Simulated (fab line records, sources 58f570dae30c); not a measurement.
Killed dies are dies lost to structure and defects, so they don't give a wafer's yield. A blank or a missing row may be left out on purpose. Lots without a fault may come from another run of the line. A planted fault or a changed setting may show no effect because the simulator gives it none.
Which tool did it? | flow berkeley_cmos170 | 7 lots, 21 wafers sampled, at 3 steps of a route of 331

WHAT THE GAUGES READ, wafer by wafer
UCB170_SILICIDE_RS_MEAS_02: measures by four-point-probe.
lot  | measured     | on            | SILICIDE_TI_RS (ohm/sq)
L420 | day 8 11:10  | film_metro-04 | 26.3 26.1 26.3
L424 | day 8 21:28  | film_metro-04 | 26.0 25.9 26.2
L425 | day 9 20:45  | film_metro-02 | - - -
L428 | day 10 05:10 | film_metro-01 | - - -
L436 | day 11 16:40 | film_metro-02 | 25.5 25.3 25.5
L437 | day 12 05:55 | film_metro-02 | 25.6 25.6 25.7
L440 | day 12 16:05 | film_metro-04 | 25.8 26.0 26.2

WHICH TOOL RAN EACH LOT (tool, then ch and the chambers of the sampled wafers, then the start)
lot  | UCB170_PSD_STRIP_09                  | UCB170_SILICIDE_SPUTTER_01
L420 | plasma_asher-03 ch 1, day 8 06:17    | pvd_sputter-01, day 8 11:08
L424 | plasma_asher-03 ch 0,1, day 8 17:44  | pvd_sputter-02, day 8 21:26
L425 | plasma_asher-01 ch 0,1, day 9 17:23  | pvd_sputter-01, day 9 20:42
L428 | plasma_asher-01 ch 0,1, day 10 01:12 | pvd_sputter-02, day 10 05:05
L436 | plasma_asher-01 ch 0,1, day 11 10:23 | pvd_sputter-01, day 11 16:38
L437 | plasma_asher-03 ch 1, day 12 02:09   | pvd_sputter-01, day 12 05:53
L440 | plasma_asher-03 ch 0,1, day 12 09:42 | pvd_sputter-01, day 12 16:03
- UCB170_PSD_STRIP_09: strips in O2.
- UCB170_SILICIDE_SPUTTER_01: material Ti, target thk 30 nm, time 25 s.

THE ANSWER, worked out from the rows above alone
Rule: what is usual is taken from the lots themselves. Put in order of their means at a reading, lots are off if they are a third of the lots or fewer, leave a main group of 4 or more, and stand apart from it by a gap of 3 or more times the standard deviation of the main group's means; of several such gaps the widest counts. A main group whose means are all the same, to the digits that the tables above print for the reading, isn't used. A lot without any number at a reading at which 4 lots or more have one is off too. The other lots that the step has rows for count as sound.
Off: L425, L428, at UCB170_SILICIDE_RS_MEAS_02 (SILICIDE_TI_RS). Without a number there: L425, L428. The main group: mean 25.9 ohm/sq, standard deviation 0.29.
A tool fits if, at a process step before that reading, it ran every lot that is off, and no sound lot after the first of them. The gauges at UCB170_SILICIDE_RS_MEAS_02 are tried like those tools. None of those tried fits.

WHAT THE SIMULATOR HAD PUT IN
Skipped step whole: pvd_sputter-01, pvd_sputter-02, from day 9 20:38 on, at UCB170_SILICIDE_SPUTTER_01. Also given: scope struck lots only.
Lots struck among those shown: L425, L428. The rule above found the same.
